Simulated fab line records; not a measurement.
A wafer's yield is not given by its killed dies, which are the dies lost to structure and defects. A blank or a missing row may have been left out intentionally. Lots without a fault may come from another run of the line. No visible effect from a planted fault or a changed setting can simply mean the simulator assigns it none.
The same fault as seen by 2 desks	flow berkeley cmos170	each desk has only its own numbers; what lay behind them comes last

## THE METROLOGY DESK
Lot by lot, what the gauges showed, no matter which tool ran the lot: averages of those sampled wafers that carry a number. Marked OUT: a lot whose mean sits more than 4 standard deviations from the usual mean, which makes it out of limits; the brackets give that distance.
Columns: A = GATE_OXIDE_THK at UCB170_GATE_THK_MEAS_02, usual 6.54 nm; B = NLDD_TW at UCB170_NLDD_TW_MEAS_11, usual 2192; C = NLDD_RS at UCB170_SDANNEAL_RS_MEAS_05, usual 616.3 ohm/sq
lot	first seen here	A	B	C
L337	day 6 11:47	6.43	2181	617.1
L336	day 6 11:47	6.71	2180	617.2
L338	day 7 02:13	6.51	2302 (+6.1) OUT	577.7 (-32) OUT
L340	day 7 02:13	6.64	2188	617.3
L339	day 7 02:14	6.48	2297 (+5.9) OUT	576.4 (-33) OUT
L341	day 7 17:24	6.48	2273 (+4.5) OUT	577.8 (-32) OUT
L343	day 7 17:24	6.45	2178	615.3
L350	day 9 19:48	6.46	2193	617.2
L352	day 10 13:41	6.52	2199	616.0
L353	day 11 00:25	6.59	2221	616.7
L356	day 11 00:25	6.51	2207	615.3
L357	day 11 00:26	6.54	2204	616.2
L354	day 11 00:29	6.62	2202	617.4
L358	day 11 20:11	6.50	2186	615.9
L359	day 11 20:11	6.66	2176	615.5
This desk finds L338, L339, L341 out of limits, with the earliest case on L338 at day 7 15:31 (NLDD_TW at UCB170_NLDD_TW_MEAS_11). L337, L336, L340, L343, L350, L352, L353, L356, L357, L354, L358, L359: within limits.

## AT THE TOOL OWNER'S DESK: implanter-04
The tool's own readings at UCB170_NLDD_IMPLANT_09: means of the sampled wafers that have a number, for each lot that ran on this tool. Marked OUT: a lot whose mean sits more than 4 standard deviations from the usual mean, which makes it out of limits; the brackets give that distance.
Columns: A = beam energy keV at UCB170_NLDD_IMPLANT_09, usual 30.002
lot	first seen here	A
L336	day 7 05:19	30.017
L340	day 7 14:23	30.011
L338	day 7 15:16	40.507 (+99 or more) OUT
L339	day 7 15:36	40.500 (+99 or more) OUT
L341	day 8 12:18	40.500 (+99 or more) OUT
L356	day 11 14:08	30.003
L354	day 11 14:40	29.987
L353	day 11 14:58	30.016
L359	day 12 04:43	30.006
This desk's verdict: out of limits on L338, L339, L341, starting with L338 at day 7 15:16 (beam energy keV at UCB170_NLDD_IMPLANT_09). L336, L340, L356, L354, L353, L359: within limits.

## TAKEN TOGETHER
An alarm could have come from the tool owner's desk at day 7 15:16, on L338, L339, L341.
L338, L339, L341 would have let the metrology desk raise an alarm at day 7 15:31.
The lots listed all ran UCB170_NLDD_IMPLANT_09 on implanter-04.

## WHAT THE SIMULATOR PUT IN
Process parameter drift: implanter-04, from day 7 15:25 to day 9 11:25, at UCB170_NLDD_IMPLANT_09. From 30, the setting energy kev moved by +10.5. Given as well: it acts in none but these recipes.
Struck lots among those shown: L338, L339, L341.
